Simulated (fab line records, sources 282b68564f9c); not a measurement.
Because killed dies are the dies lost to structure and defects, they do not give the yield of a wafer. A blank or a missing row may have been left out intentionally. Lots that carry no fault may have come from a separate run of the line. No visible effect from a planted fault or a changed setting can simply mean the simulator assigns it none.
fab line records	flow rit_cmos
[record] lots = 7	wafers = 21	last_day = 7
route steps=202 shown PSD@150 SDANNEAL@153 NSD@158 PLDD@159 NLDD@160 SILICIDE@161 M1@202
lots with no fault: from the same line, run without faults
start_h: the number of hours between the record's first day and the start of the first shown wafer of the lot	wait_h: how many hours have passed since the lot's step before this one	" the same as in the row above	L1.1+2: several wafers, shown together as one row	- no value, or no start given	* or withheld: withheld	< > ~ a bound
route shown NAME@n: a module of which the file shows steps, and the number in the route of the first	usual: the fault-free wafers' mean and standard deviation	same: alike in all rows	chamber/n: place in a boat	sites: the reading at each site	_std_site: the values' standard deviation	_edge_site: the outer-site mean with the inner-site mean subtracted	radius_mm: how far each site lies from the wafer's centre	mask NAME#n: copy n	behind: the last tool/chamber to shape the wafer	hold: why the lot was held/for how many hours/how that ended	device: which transistor (n, p or np) failed to switch	end of line: the tests these same wafers got at the end of their route	a step given without rows: its recipe and nothing more	killed: count of dies lost to structure and defects at first sort (not the wafer's yield)	map: shows each die of a wafer: x if killed, . if not, _ if none is there
set.NAME: the setting the step ran with; set.NAME@STEP: the setting that earlier step ran with	model.NAME: the simulator's own value behind a step, which no gauge read
lots seen at some steps along the route; tables by step, rows by wafer
services: the hour from which a tool's chamber was out of use, counted from the record's first day as start_h (under 0 if before that day), plus the number of hours and why
[[steps]]
[step RIT_PSD_IMPLANT_08]
[recipe] species = BF2	energy_kev = 26.48	dose_cm2 = 5e+15	tilt_deg = 7
[step RIT_PSD_STRIP_09]
[recipe] chemistry = O2	time_s = 180	resist = NOVOLAK	platen_temp_c = withheld	power_w = 500	pressure_mtorr = 4000	o2_flow_sccm = 4000
[usual] drypump_motor_current_A = 5.9/0.47
lot.wafer	tool	chamber	start_h	wait_h	drypump_motor_current_A	rf_hours_counter_h
L347.1	plasma_asher-04	0	66.94	0.1	5.8	42
L347.5	"	1	"	"	5.4	-
L347.6	"	0	"	"	5.7	-
L349.2	plasma_asher-02	0	78.66	0.1	6.5	29
L349.4	"	1	"	"	5.5	-
L349.6	"	1	"	"	5.5	-
L351.2	plasma_asher-04	0	85.37	0.1	5.7	44
L351.4	"	1	"	"	5.4	-
L351.6	"	1	"	"	5.4	-
L358.1	plasma_asher-04	0	119.93	0.1	5.8	49
L358.5	"	0	"	"	5.8	-
L358.6	"	1	"	"	5.4	-
L361.1	plasma_asher-02	1	133.77	0.1	5.6	33
L361.3	"	1	"	"	5.5	-
L361.6	"	0	"	"	6.4	-
L366.3	plasma_asher-04	1	159.35	0.1	5.4	-
L366.5	"	0	"	"	5.7	-
L366.6	"	1	"	"	5.4	-
L367.2	plasma_asher-02	0	164.84	0.1	6.4	37
L367.3	"	0	"	"	6.4	-
L367.6	"	1	"	"	5.6	-
[step RIT_PSD_TW_MEAS_10]
[usual] PSD_TW = 3408/28
lot.wafer	tool	chamber	start_h	wait_h	PSD_TW
L347.1	film_metro-03	-	67.11	0.1	3409
L347.5	"	-	"	"	3403
L347.6	"	-	"	"	3398
L349.2	film_metro-01	-	78.84	0.1	3360
L349.4	"	-	"	"	3361
L349.6	"	-	"	"	3367
L351.2	film_metro-01	-	85.56	0.1	3370
L351.4	"	-	"	"	3373
L351.6	"	-	"	"	3355
L358.1	film_metro-02	-	120.10	0.1	3410
L358.5	"	-	"	"	3419
L358.6	"	-	"	"	3436
L361.1	film_metro-02	-	133.95	0.1	3428
L361.3	"	-	"	"	3406
L361.6	"	-	"	"	3428
L366.3	film_metro-03	-	159.49	0.1	3415
L366.5	"	-	"	"	3431
L366.6	"	-	"	"	3415
L367.2	film_metro-03	-	165.02	0.1	3418
L367.3	"	-	"	"	3415
L367.6	"	-	"	"	3413
[step RIT_SDANNEAL_CLEAN_00]
[recipe] chemistry = SC1	mix = 3:3:50	time_s = 600	temp_c = 75
[step RIT_SDANNEAL_CLEAN_01]
[recipe] chemistry = dHF	dilution = 50:1	time_s = 30
[step RIT_SDANNEAL_CLEAN_02]
[recipe] chemistry = SC2	mix = 3:3:50	time_s = 600	temp_c = 75	dry = n2_spin
[step RIT_SDANNEAL_RTA_03]
[recipe] temp_c = 1050	time_s = 5	idle_temp_c = 600	ramp_up_c_per_s = 342	ramp_down_c_per_s = 171	cool_to_c = 600	ambient = N2
[usual] wafer_temp_C_max = 1053.4/1.1
lot.wafer	tool	chamber	start_h	wait_h	wafer_temp_C_max
L347.1	rtp_anneal-02	0	67.57	0.0	1052.4
L347.5	"	0	"	"	1053.0
L347.6	"	0	"	"	1051.4
L349.2	rtp_anneal-02	0	79.30	0.0	1051.9
L349.4	"	0	"	"	1054.1
L349.6	"	0	"	"	1052.8
L351.2	rtp_anneal-02	0	86.03	0.0	1051.8
L351.4	"	0	"	"	1053.5
L351.6	"	0	"	"	1054.0
L358.1	rtp_anneal-01	0	120.59	0.0	1053.1
L358.5	"	0	"	"	1053.4
L358.6	"	0	"	"	1053.2
L361.1	rtp_anneal-02	0	134.82	0.0	1054.9
L361.3	"	0	"	"	1053.7
L361.6	"	0	"	"	1052.9
L366.3	rtp_anneal-01	0	159.92	0.0	1054.5
L366.5	"	0	"	"	1052.1
L366.6	"	0	"	"	1052.2
L367.2	rtp_anneal-02	0	165.45	0.0	1051.2
L367.3	"	0	"	"	1054.5
L367.6	"	0	"	"	1054.8
[step RIT_SDANNEAL_RS_MEAS_04]
[recipe] thk_meas_gauge = four-point-probe
[usual] PSD_RS = 117.00/0.29
lot.wafer	tool	chamber	start_h	wait_h	PSD_RS[ohm/sq]
L347.1	film_metro-02	-	67.63	0.0	117.05
L347.5	"	-	"	"	117.03
L347.6	"	-	"	"	117.05
L349.2	film_metro-01	-	79.37	0.1	117.29
L349.4	"	-	"	"	117.62
L349.6	"	-	"	"	117.85
L351.2	film_metro-03	-	86.10	0.1	116.66
L351.4	"	-	"	"	116.89
L351.6	"	-	"	"	117.20
L358.1	film_metro-01	-	120.65	0.0	116.69
L358.5	"	-	"	"	116.40
L358.6	"	-	"	"	116.59
L361.1	film_metro-03	-	134.88	0.0	117.03
L361.3	"	-	"	"	117.02
L361.6	"	-	"	"	117.24
L366.3	film_metro-01	-	159.99	0.1	116.97
L366.5	"	-	"	"	117.12
L366.6	"	-	"	"	117.05
L367.2	film_metro-03	-	165.52	0.1	117.24
L367.3	"	-	"	"	117.70
L367.6	"	-	"	"	117.13
[step RIT_SDANNEAL_RS_MEAS_05]
[recipe] thk_meas_gauge = four-point-probe
[usual] NSD_RS = 84.47/0.3
lot.wafer	tool	chamber	start_h	wait_h	NSD_RS[ohm/sq]
L347.1	film_metro-02	-	67.75	0.1	83.98
L347.5	"	-	"	"	84.28
L347.6	"	-	"	"	84.25
L349.2	film_metro-01	-	79.49	0.1	84.52
L349.4	"	-	"	"	84.61
L349.6	"	-	"	"	84.62
L351.2	film_metro-03	-	86.22	0.1	84.07
L351.4	"	-	"	"	84.50
L351.6	"	-	"	"	84.03
L358.1	film_metro-01	-	120.77	0.1	84.07
L358.5	"	-	"	"	83.77
L358.6	"	-	"	"	84.04
L361.1	film_metro-03	-	135.00	0.1	84.38
L361.3	"	-	"	"	84.52
L361.6	"	-	"	"	84.33
L366.3	film_metro-01	-	160.11	0.1	84.62
L366.5	"	-	"	"	84.83
L366.6	"	-	"	"	84.54
L367.2	film_metro-03	-	165.64	0.1	84.87
L367.3	"	-	"	"	84.82
L367.6	"	-	"	"	84.57
[step RIT_SDANNEAL_RS_MEAS_06]
[recipe] thk_meas_gauge = four-point-probe
[usual] PLDD_RS = 178.5/0.47
lot.wafer	tool	chamber	start_h	wait_h	PLDD_RS[ohm/sq]
L347.1	film_metro-02	-	67.87	0.1	178.3
L347.5	"	-	"	"	178.5
L347.6	"	-	"	"	178.5
L349.2	film_metro-01	-	79.61	0.1	178.8
L349.4	"	-	"	"	178.7
L349.6	"	-	"	"	179.2
L351.2	film_metro-03	-	86.34	0.1	178.8
L351.4	"	-	"	"	178.2
L351.6	"	-	"	"	178.2
L358.1	film_metro-01	-	120.89	0.1	177.9
L358.5	"	-	"	"	178.2
L358.6	"	-	"	"	178.3
L361.1	film_metro-03	-	135.12	0.1	179.1
L361.3	"	-	"	"	179.6
L361.6	"	-	"	"	179.5
L366.3	film_metro-01	-	160.23	0.1	179.3
L366.5	"	-	"	"	179.1
L366.6	"	-	"	"	179.2
L367.2	film_metro-03	-	165.76	0.1	178.8
L367.3	"	-	"	"	178.9
L367.6	"	-	"	"	178.9
[step RIT_SDANNEAL_RS_MEAS_07]
[recipe] thk_meas_gauge = four-point-probe
[usual] NLDD_RS = 151.7/0.51
lot.wafer	tool	chamber	start_h	wait_h	NLDD_RS[ohm/sq]
L347.1	film_metro-02	-	67.99	0.1	152.0
L347.5	"	-	"	"	151.7
L347.6	"	-	"	"	151.5
L349.2	film_metro-01	-	79.73	0.1	151.4
L349.4	"	-	"	"	151.3
L349.6	"	-	"	"	151.4
L351.2	film_metro-03	-	86.46	0.1	151.3
L351.4	"	-	"	"	151.0
L351.6	"	-	"	"	151.7
L358.1	film_metro-01	-	121.01	0.1	151.2
L358.5	"	-	"	"	151.4
L358.6	"	-	"	"	152.3
L361.1	film_metro-03	-	135.24	0.1	151.6
L361.3	"	-	"	"	151.2
L361.6	"	-	"	"	151.7
L366.3	film_metro-01	-	160.35	0.1	152.4
L366.5	"	-	"	"	152.9
L366.6	"	-	"	"	153.1
L367.2	film_metro-03	-	165.88	0.1	151.7
L367.3	"	-	"	"	151.0
L367.6	"	-	"	"	151.9
[step RIT_SILICIDE_WET_ETCH_00]
[recipe] chemistry = BOE	target = SiO2	target_depth_nm = 14	time_s = 15	dry = n2_spin	dilution = 10:1	temp_c = 21.5
[step RIT_SILICIDE_SPUTTER_01]
[recipe] material = Ti	target_thk_nm = 30	power_w = 350	chamber_pressure_pa = 0.667	gas = Ar	time_s = 231.4	substrate_temp_c = 25
[usual] cathode_dc_power_W = 350.00/0.071	throttle_valve_pct = 30.3/0.8
lot.wafer	tool	chamber	start_h	wait_h	cathode_dc_power_W	throttle_valve_pct	model.Ti_of_SILICIDE_SPUTTER_01.thk_nm
L347.1	pvd_sputter-03	-	68.12	0.0	322.96	29.8	26.82
L347.5	"	-	"	"	323.02	30.8	26.65
L347.6	"	-	"	"	322.94	29.6	26.29
L349.2	pvd_sputter-03	-	79.84	0.0	323.05	30.6	26.58
L349.4	"	-	"	"	322.98	29.5	26.44
L349.6	"	-	"	"	322.92	30.8	26.44
L351.2	pvd_sputter-03	-	86.58	0.0	322.96	29.8	25.88
L351.4	"	-	"	"	323.00	29.6	25.92
L351.6	"	-	"	"	322.89	30.5	26.02
L358.1	pvd_sputter-02	-	121.14	0.0	349.91	30.8	29.05
L358.5	"	-	"	"	350.00	32.1	29.26
L358.6	"	-	"	"	350.06	30.8	29.43
L361.1	pvd_sputter-04	-	135.39	0.0	349.93	30.8	28.24
L361.3	"	-	"	"	350.02	29.9	28.18
L361.6	"	-	"	"	350.11	31.2	27.64
L366.3	pvd_sputter-03	-	160.45	0.0	350.06	29.6	28.72
L366.5	"	-	"	"	350.01	30.8	28.98
L366.6	"	-	"	"	349.96	30.0	28.66
L367.2	pvd_sputter-04	-	165.99	0.0	349.86	31.0	28.57
L367.3	"	-	"	"	350.02	29.7	29.05
L367.6	"	-	"	"	349.98	31.1	28.64
[step RIT_SILICIDE_RS_MEAS_02]
[recipe] thk_meas_gauge = four-point-probe	reads = Ti_of_SILICIDE_SPUTTER_01
[usual] SILICIDE_TI_RS = 50.4/0.84
lot.wafer	tool	chamber	start_h	wait_h	SILICIDE_TI_RS[ohm/sq]
L347.1	film_metro-02	-	68.27	0.1	55.2
L347.5	"	-	"	"	55.6
L347.6	"	-	"	"	56.5
L349.2	film_metro-03	-	80.01	0.1	55.8
L349.4	"	-	"	"	56.1
L349.6	"	-	"	"	56.3
L351.2	film_metro-03	-	86.75	0.1	57.7
L351.4	"	-	"	"	57.5
L351.6	"	-	"	"	57.2
L358.1	film_metro-03	-	121.29	0.1	49.8
L358.5	"	-	"	"	49.4
L358.6	"	-	"	"	49.0
L361.1	film_metro-04	-	135.54	0.1	51.7
L361.3	"	-	"	"	51.8
L361.6	"	-	"	"	53.1
L366.3	film_metro-02	-	160.64	0.1	50.5
L366.5	"	-	"	"	50.0
L366.6	"	-	"	"	50.7
L367.2	film_metro-02	-	166.16	0.1	50.9
L367.3	"	-	"	"	49.8
L367.6	"	-	"	"	50.8
[step RIT_SILICIDE_THK_MEAS_03]
[recipe] thk_meas_gauge = xrf	reads = Ti_of_SILICIDE_SPUTTER_01
[usual] SILICIDE_TI_THK = 28.8/0.41
lot.wafer	tool	chamber	start_h	wait_h	SILICIDE_TI_THK[nm]
L347.1	film_metro-02	-	68.39	0.1	26.7
L347.5	"	-	"	"	26.6
L347.6	"	-	"	"	26.2
L349.2	film_metro-03	-	80.12	0.1	26.5
L349.4	"	-	"	"	26.3
L349.6	"	-	"	"	26.3
L351.2	film_metro-03	-	86.86	0.1	25.7
L351.4	"	-	"	"	25.8
L351.6	"	-	"	"	25.9
L358.1	film_metro-03	-	121.41	0.1	29.1
L358.5	"	-	"	"	29.1
L358.6	"	-	"	"	29.4
L361.1	film_metro-04	-	135.66	0.1	28.1
L361.3	"	-	"	"	28.1
L361.6	"	-	"	"	27.6
L366.3	film_metro-02	-	160.74	0.1	28.6
L366.5	"	-	"	"	29.0
L366.6	"	-	"	"	28.7
L367.2	film_metro-02	-	166.27	0.1	28.6
L367.3	"	-	"	"	29.0
L367.6	"	-	"	"	28.6
[step RIT_SILICIDE_RTA_04]
[recipe] temp_c = 650	time_s = 10	idle_temp_c = 25	ramp_up_s = 5	ramp_down_s = 5	cool_to_c = 25	ambient = N2
[usual] wafer_temp_C_max = 652.6/0.57
lot.wafer	tool	chamber	start_h	wait_h	wafer_temp_C_max
L347.1	rtp_anneal-01	0	68.45	0.1	653.4
L347.5	"	0	"	"	653.1
L347.6	"	0	"	"	652.7
L349.2	rtp_anneal-01	0	80.18	0.1	653.4
L349.4	"	0	"	"	651.5
L349.6	"	0	"	"	654.0
L351.2	rtp_anneal-01	0	86.92	0.1	652.4
L351.4	"	0	"	"	653.9
L351.6	"	0	"	"	652.8
L358.1	rtp_anneal-02	0	121.47	0.1	651.8
L358.5	"	0	"	"	652.2
L358.6	"	0	"	"	652.8
L361.1	rtp_anneal-01	0	135.72	0.1	653.4
L361.3	"	0	"	"	653.0
L361.6	"	0	"	"	652.9
L366.3	rtp_anneal-02	0	160.80	0.1	652.7
L366.5	"	0	"	"	653.5
L366.6	"	0	"	"	653.0
L367.2	rtp_anneal-01	0	166.33	0.1	651.9
L367.3	"	0	"	"	652.9
L367.6	"	0	"	"	652.7
[step RIT_M1_PROBE_99]
[usual] killed_at_front_end = 6.3/2.9	killed_dies = 6.4/2.9	killed_open = 3.3/2.1	killed_short = 3.1/1.7
[same] gross_dies = 264	killed_at_M0_to_M3 = 0	killed_at_M4_up = 0	killed_at_back_side = 0	killed_at_contacts = 0	killed_at_other = 0
lot.wafer	tool	chamber	start_h	wait_h	killed_at_front_end	killed_dies	killed_open	killed_short	model.etest.npoly_line.line_ohm_um	model.etest.ppoly_line.line_ohm_um	model.etest.contact_nplus.end_ohm_um	model.etest.contact_pplus.end_ohm_um	model.etest.npoly_line.rs_ohm_sq	model.etest.ppoly_line.rs_ohm_sq	model.etest.npoly_sal.rs_ohm_sq	model.etest.ppoly_sal.rs_ohm_sq
L347.1	prober-02	-	75.23	0.1	2	2	1	1	178.8	175.2	37.91	42.57	18.51	17.69	4.765	4.707
L347.5	prober-02	-	75.43	0.2	3	3	1	2	185.3	179.4	37.87	41.16	18.48	17.9	4.759	4.752
L347.6	prober-02	-	75.48	0.2	13	13	7	6	179.7	168.9	37.97	40.45	18.58	18.05	4.815	4.82
L349.2	prober-02	-	86.87	0.1	4	4	1	3	177.4	168.9	38.15	41.77	18.7	18.17	4.817	4.78
L349.4	prober-02	-	86.97	0.2	4	4	2	2	179.2	171.5	36.97	42.08	18.64	17.95	4.86	4.803
L349.6	prober-02	-	87.07	0.2	6	6	4	2	172	165.6	37.01	42.15	18.59	18.02	4.874	4.789
L351.2	prober-02	-	93.65	0.1	8	8	5	3	179.2	171.4	36.73	40.42	18.92	18.04	4.983	4.942
L351.4	prober-02	-	93.75	0.2	10	10	6	4	182.3	174.4	37.78	40.26	19.03	18.27	4.966	4.907
L351.6	prober-02	-	93.85	0.2	3	3	3	0	178.8	173.9	37.34	39.5	18.87	18.17	4.971	4.897
L358.1	prober-02	-	128.11	0.1	3	3	1	2	169.2	160.7	41.54	44.05	17.31	16.83	4.46	4.426
L358.5	prober-02	-	128.31	0.2	6	6	6	0	166.2	157.5	41.51	42.78	17.04	16.74	4.403	4.363
L358.6	prober-02	-	128.36	0.2	8	8	3	5	158.7	155.3	41.58	44.74	17.27	16.54	4.386	4.347
L361.1	prober-01	-	143.05	0.1	4	4	2	2	170.5	162.6	38.24	42.98	17.75	16.96	4.566	4.499
L361.3	prober-01	-	143.15	0.2	1	1	0	1	170.1	164.1	38.7	43.14	17.71	17.35	4.535	4.519
L361.6	prober-01	-	143.30	0.2	9	9	5	4	179.4	168.7	38.64	42.09	18.08	17.43	4.642	4.618
L366.3	prober-02	-	170.53	0.2	6	6	0	6	177.4	168.8	40.05	42.11	17.57	16.87	4.473	4.464
L366.5	prober-02	-	170.63	0.2	2	2	2	0	177.7	169.4	39.96	42.07	17.37	16.99	4.441	4.421
L366.6	prober-02	-	170.68	0.2	6	6	1	5	181.9	175.1	39.19	42.54	17.62	16.9	4.511	4.445
L367.2	prober-01	-	175.25	0.1	5	5	1	3	163.7	157	42.2	42.52	17.61	16.95	4.572	4.515
L367.3	prober-01	-	175.30	0.2	12	12	8	3	171.1	162.3	41.53	43.17	17.47	16.75	4.501	4.443
L367.6	prober-01	-	175.45	0.2	4	4	2	2	167.4	158	40.05	43.75	17.41	16.83	4.556	4.527
// killed by level:class
L347.1 FOX1:geometric_particle:short=1 FOX1:geometric_particle:open=1
L347.5 FOX1:geometric_particle:open=1 FOX1:geometric_particle:short=1 GATE:geometric_particle:short=1
L347.6 SILICIDE:geometric_particle:short=5 REOX:geometric_particle:open=4 GATE:geometric_particle:open=2 REOX:geometric_particle:short=1 SILICIDE:geometric_particle:open=1
L349.2 FOX1:geometric_particle:short=1 GATE:geometric_particle:open=1 GATE:geometric_particle:short=1 SPACER:geometric_particle:short=1
L349.4 FOX2:geometric_particle:open=1 FOX2:geometric_particle:short=1 GATE:geometric_particle:open=1 SPACER:geometric_particle:short=1
L349.6 FOX1:geometric_particle:open=1 GATE:geometric_particle:short=1 GATE:geometric_particle:open=1 SPACER:geometric_particle:open=1 SPACER:geometric_particle:short=1 SILICIDE:geometric_particle:open=1
L351.2 GATE:geometric_particle:short=2 SPACER:geometric_particle:open=2 SILICIDE:geometric_particle:open=2 FOX2:geometric_particle:open=1 REOX:geometric_particle:short=1
L351.4 GATE:geometric_particle:short=3 GATE:geometric_particle:open=3 FOX1:geometric_particle:open=1 SPACER:geometric_particle:open=1 SILICIDE:geometric_particle:short=1 SILICIDE:geometric_particle:open=1
L351.6 SPACER:geometric_particle:open=2 GATE:geometric_particle:open=1
L358.1 GATE:geometric_particle:open=1 SPACER:geometric_particle:short=1 SILICIDE:geometric_particle:short=1
L358.5 FOX1:geometric_particle:open=2 REOX:geometric_particle:open=2 GATE:geometric_particle:open=1 SPACER:geometric_particle:open=1
L358.6 REOX:geometric_particle:short=2 REOX:geometric_particle:open=2 FOX1:geometric_particle:open=1 FOX1:geometric_particle:short=1 FOX2:geometric_particle:short=1 SILICIDE:geometric_particle:short=1
L361.1 GATE:geometric_particle:open=2 REOX:geometric_particle:short=1 SPACER:geometric_particle:short=1
L361.3 REOX:geometric_particle:short=1
L361.6 REOX:geometric_particle:short=2 SPACER:geometric_particle:open=2 FOX1:geometric_particle:short=1 FOX2:geometric_particle:short=1 GATE:geometric_particle:open=1 REOX:geometric_particle:open=1 SILICIDE:geometric_particle:open=1
L366.3 GATE:geometric_particle:short=2 SILICIDE:geometric_particle:short=2 FOX1:geometric_particle:short=1 SPACER:geometric_particle:short=1
L366.5 FOX1:geometric_particle:open=2
L366.6 REOX:geometric_particle:short=2 FOX1:geometric_particle:short=1 GATE:geometric_particle:short=1 REOX:geometric_particle:open=1 SILICIDE:geometric_particle:short=1
L367.2 REOX:geometric_particle:short=2 FOX1:geometric_particle:short=1 GATE:geometric_particle:open=1 NWELL:coat_microbubble_printed=1
L367.3 GATE:geometric_particle:open=3 REOX:geometric_particle:open=3 FOX1:geometric_particle:open=2 REOX:geometric_particle:short=2 GATE:geometric_particle:short=1 NWELL:coat_microbubble_printed=1
L367.6 GATE:geometric_particle:short=2 GATE:geometric_particle:open=2
[[services]]
tool	chamber	start_h	hours	kind
pvd_sputter-04	-	55.86	1.9	repair
pvd_sputter-03	-	59.59	4.2	repair
pvd_sputter-04	-	61.35	7.5	repair
pvd_sputter-04	-	104.57	3.6	repair
plasma_asher-02	-	110.74	10.5	repair
plasma_asher-04	-	125.93	8.0	repair
pvd_sputter-04	-	128.38	0.5	repair
pvd_sputter-03	-	133.94	4.4	repair
plasma_asher-04	-	160.90	2.3	repair
pvd_sputter-02	-	165.64	7.3	repair
[[key]]
[first_sign] step = RIT_SILICIDE_SPUTTER_01	reading = cathode_dc_power_W	direction = down	sigmas = 99+	usual = 350.00	struck = 322.97
[effect] step = RIT_SILICIDE_RS_MEAS_02	reading = SILICIDE_TI_RS	direction = up	sigmas = 7.1	usual = 50.4	struck = 56.4
[effect] step = RIT_SILICIDE_THK_MEAS_03	reading = SILICIDE_TI_THK	direction = down	sigmas = 6.2	usual = 28.8	struck = 26.2
[model_effect] step = RIT_SILICIDE_SPUTTER_01	value = Ti_of_SILICIDE_SPUTTER_01.thk_nm	without = 28.57	struck = 26.34
[model_effect] step = RIT_M1_PROBE_99	value = etest.npoly_line.line_ohm_um	without = 171	struck = 179.2
met_at RIT_SILICIDE_SPUTTER_01
struck_wafers L347.1,L347.5,L347.6,L349.2,L349.4,L349.6,L351.2,L351.4,L351.6
tester_left_out L347,L349,L351
[fault] kind = process_parameter_drift	tool = pvd_sputter-03	chamber = -	onset_h = 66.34	steps = RIT_SILICIDE_SPUTTER_01	channel = power_w	offset = -27.017	shape = step	end_h = 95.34	stated = 350
// tester_left_out: of these lots the tester's yield and bins aren't shown, on N5 and GAA mostly nor the transistor test; their killed dies are dies lost to structure and defects alone, not to doping, threshold or leakage, so they don't give the yield
